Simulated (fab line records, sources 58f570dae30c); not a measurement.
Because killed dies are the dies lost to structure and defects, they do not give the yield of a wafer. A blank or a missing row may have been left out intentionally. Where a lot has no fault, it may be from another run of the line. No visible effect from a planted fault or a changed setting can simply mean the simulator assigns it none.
One fault through the eyes of 2 desks -- flow berkeley-cmos170 -- numbers are kept per desk, each desk with only its own; the story behind them comes last

TOOL OWNER'S DESK, plasma-asher-01
The tool's own readings at UCB170_PSD_STRIP_09 (strips in O2): means of the sampled wafers that have a number, for each lot that ran on this tool. Any lot whose mean is over 4 standard deviations away from the usual mean is out of limits and marked OUT; that distance is given in the brackets.
Columns: A = chamber-pressure-mTorr at UCB170_PSD_STRIP_09, usual 3500 mTorr; B = drypump-motor-current-A at UCB170_PSD_STRIP_09, usual 5.7 A; C = oes-product-au at UCB170_PSD_STRIP_09, usual 0.600 a.u.; D = strip-time-to-endpoint-s at UCB170_PSD_STRIP_09, usual 29.39 s
lot,first seen here,A,B,C,D
L515,day 6 15:55,3497,5.4,0.602,29.39
L514,day 6 16:13,3502,5.5,0.598,29.37
L516,day 7 02:21,3501,5.4,0.597,29.37
L517,day 7 13:29,3500,5.5,0.600,29.51
L521,day 8 04:12,3735 (+76) OUT,5.5,0.601,29.35
L522,day 8 16:26,3735 (+76) OUT,5.5,0.599,29.34
This desk's finding: out of limits on L521, L522; first on L521, day 8 04:12 (chamber-pressure-mTorr at UCB170_PSD_STRIP_09). L515, L514, L516, L517 stayed within limits.

METROLOGY DESK
Lot by lot, what the gauges showed, no matter which tool ran the lot: averages of those sampled wafers that carry a number. Any lot whose mean is over 4 standard deviations away from the usual mean is out of limits and marked OUT; that distance is given in the brackets.
Columns: A = WELLDRIVE_OXIDE_THK at UCB170_WELLDRIVE_THK_MEAS_02, usual 198 nm; B = cd-nm at UCB170_NSD_CD_MEAS_06, usual 1199.7 nm
lot,first seen here,A,B
L514,day 3 12:34,195,1198.9
L515,day 3 12:34,195,1199.3
L516,day 3 18:28,199,1201.4
L517,day 4 06:19,199,1199.1
L518,day 4 06:19,198,1199.8
L519,day 4 20:24,202,1200.3
L520,day 4 20:24,202,1199.3
L521,day 5 04:26,197,1201.0
L522,day 5 18:32,196,1200.6
L530,day 7 00:33,204,1199.1
L531,day 7 08:01,197,1198.6
L533,day 7 18:04,206,1201.3
L535,day 8 01:17,196,1199.7
L536,day 8 01:17,200,1200.4
This desk's finding: nothing out of limits on any of the 14 lots.

BROUGHT TOGETHER
At day 8 04:12, on L521, L522, the tool owner's desk was in a position to raise an alarm.
Nothing out of limits was seen by the metrology desk.
The metrology desk holds a record of L521, L522, inside its limits.
All the named lots went through UCB170_PSD_STRIP_09 on plasma-asher-01.

WHAT THE SIMULATOR HAD INSERTED
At UCB170_PSD_STRIP_09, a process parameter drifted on plasma-asher-01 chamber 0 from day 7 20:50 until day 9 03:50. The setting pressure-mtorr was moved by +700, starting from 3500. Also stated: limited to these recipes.
Struck lots among those shown: L521, L522.
How many hours passed from the start of the fault until each desk's first out-of-limits reading: the tool owner's desk, 7.
